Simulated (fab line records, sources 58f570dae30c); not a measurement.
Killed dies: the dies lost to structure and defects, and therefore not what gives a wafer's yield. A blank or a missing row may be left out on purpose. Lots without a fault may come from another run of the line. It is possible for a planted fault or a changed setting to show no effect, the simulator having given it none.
Split-lot study :: flow berkeley-cmos170 :: route with 331 steps; 5 lots, 23 wafers read

== ON THE SPLIT ==
At UCB170_ACTIVE_CVD_05 (deposits Si3N4 from SiH2Cl2/NH3, target thk 220 nm, time 3300 s), the setting temp-c was moved away from the recipe's 800 C on 15 of the 23 wafers read, by -1.0% to +2.0%. All remaining wafers had this setting at the recipe value.

Split to reading: the file shows no intervening step.

== THE READING ==
At UCB170_ACTIVE_THK_MEAS_06: ACTIVE_NITRIDE_THK, given in nm. On this fab line, fault-free wafers typically give 221.7 nm with a standard deviation of 2.4 nm.

wafer: L074.1
tool, chamber at the split: -, -
temp-c as run, C: 811.7
against the recipe: +1.5%
ACTIVE_NITRIDE_THK, nm: 271.7
against lot-mates on the recipe: no lot-mate on the recipe

wafer: L074.2
tool, chamber at the split: -, -
temp-c as run, C: 811.7
against the recipe: +1.5%
ACTIVE_NITRIDE_THK, nm: 271.3
against lot-mates on the recipe: no lot-mate on the recipe

wafer: L074.3
tool, chamber at the split: -, -
temp-c as run, C: 811.7
against the recipe: +1.5%
ACTIVE_NITRIDE_THK, nm: 269.6
against lot-mates on the recipe: no lot-mate on the recipe

wafer: L074.4
tool, chamber at the split: -, -
temp-c as run, C: 811.7
against the recipe: +1.5%
ACTIVE_NITRIDE_THK, nm: 270.6
against lot-mates on the recipe: no lot-mate on the recipe

wafer: L074.6
tool, chamber at the split: -, -
temp-c as run, C: 811.7
against the recipe: +1.5%
ACTIVE_NITRIDE_THK, nm: 268.6
against lot-mates on the recipe: no lot-mate on the recipe

wafer: L075.1
tool, chamber at the split: -, -
temp-c as run, C: 791.8
against the recipe: -1.0%
ACTIVE_NITRIDE_THK, nm: 189.0
against lot-mates on the recipe: no lot-mate on the recipe

wafer: L075.2
tool, chamber at the split: -, -
temp-c as run, C: 791.8
against the recipe: -1.0%
ACTIVE_NITRIDE_THK, nm: 189.3
against lot-mates on the recipe: no lot-mate on the recipe

wafer: L075.3
tool, chamber at the split: -, -
temp-c as run, C: 791.8
against the recipe: -1.0%
ACTIVE_NITRIDE_THK, nm: 188.4
against lot-mates on the recipe: no lot-mate on the recipe

wafer: L075.5
tool, chamber at the split: -, -
temp-c as run, C: 791.8
against the recipe: -1.0%
ACTIVE_NITRIDE_THK, nm: 188.7
against lot-mates on the recipe: no lot-mate on the recipe

wafer: L075.6
tool, chamber at the split: -, -
temp-c as run, C: 791.8
against the recipe: -1.0%
ACTIVE_NITRIDE_THK, nm: 188.7
against lot-mates on the recipe: no lot-mate on the recipe

wafer: L076.1
tool, chamber at the split: -, -
temp-c as run, C: 816.1
against the recipe: +2.0%
ACTIVE_NITRIDE_THK, nm: 292.5
against lot-mates on the recipe: no lot-mate on the recipe

wafer: L076.2
tool, chamber at the split: -, -
temp-c as run, C: 816.1
against the recipe: +2.0%
ACTIVE_NITRIDE_THK, nm: 294.4
against lot-mates on the recipe: no lot-mate on the recipe

wafer: L076.3
tool, chamber at the split: -, -
temp-c as run, C: 816.1
against the recipe: +2.0%
ACTIVE_NITRIDE_THK, nm: 293.0
against lot-mates on the recipe: no lot-mate on the recipe

wafer: L076.5
tool, chamber at the split: -, -
temp-c as run, C: 816.1
against the recipe: +2.0%
ACTIVE_NITRIDE_THK, nm: 293.4
against lot-mates on the recipe: no lot-mate on the recipe

wafer: L076.6
tool, chamber at the split: -, -
temp-c as run, C: 816.1
against the recipe: +2.0%
ACTIVE_NITRIDE_THK, nm: 292.7
against lot-mates on the recipe: no lot-mate on the recipe

wafer: L079.1
tool, chamber at the split: -, -
temp-c as run, C: 800
against the recipe: recipe
ACTIVE_NITRIDE_THK, nm: 220.9
against lot-mates on the recipe: -

wafer: L079.2
tool, chamber at the split: -, -
temp-c as run, C: 800
against the recipe: recipe
ACTIVE_NITRIDE_THK, nm: 219.5
against lot-mates on the recipe: -

wafer: L079.3
tool, chamber at the split: -, -
temp-c as run, C: 800
against the recipe: recipe
ACTIVE_NITRIDE_THK, nm: 220.6
against lot-mates on the recipe: -

wafer: L079.5
tool, chamber at the split: -, -
temp-c as run, C: 800
against the recipe: recipe
ACTIVE_NITRIDE_THK, nm: 220.4
against lot-mates on the recipe: -

wafer: L079.6
tool, chamber at the split: -, -
temp-c as run, C: 800
against the recipe: recipe
ACTIVE_NITRIDE_THK, nm: 221.3
against lot-mates on the recipe: -

wafer: L084.2
tool, chamber at the split: lpcvd-01, 0
temp-c as run, C: 800
against the recipe: recipe
ACTIVE_NITRIDE_THK, nm: 227.6
against lot-mates on the recipe: -

wafer: L084.3
tool, chamber at the split: lpcvd-01, 0
temp-c as run, C: 800
against the recipe: recipe
ACTIVE_NITRIDE_THK, nm: 226.2
against lot-mates on the recipe: -

wafer: L084.5
tool, chamber at the split: lpcvd-01, 0
temp-c as run, C: 800
against the recipe: recipe
ACTIVE_NITRIDE_THK, nm: 226.1
against lot-mates on the recipe: -

FIT RESULTS
A straight line over all 23 wafers: ACTIVE_NITRIDE_THK changes by +33.9 nm for each +1% of temp-c; r = +1.00; the points scatter about the line by 2.5 nm.
Too few moved wafers with a lot-mate on the recipe to fit a line net of each lot's own level.

== THE WHOLE CHAIN: every reading that the file lists as answering this split, in the file's order ==
step: UCB170_ACTIVE_CVD_05
what it does: deposits Si3N4 from SiH2Cl2/NH3, target thk 220 nm, time 3300 s
reading: Si3N4_of_ACTIVE_CVD_05.thk-nm (the simulator's own value, which no gauge read)
change (the file's fit): +33.9 nm for each +1% of the setting
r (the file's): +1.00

step: UCB170_ACTIVE_THK_MEAS_06
what it does: 
reading: ACTIVE_NITRIDE_THK
change (the file's fit): +33.9 for each +1% of the setting
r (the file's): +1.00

== FILE'S OWN FIT ==
ACTIVE_NITRIDE_THK changes by +33.9 nm for each +1% of temp-c, r = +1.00.
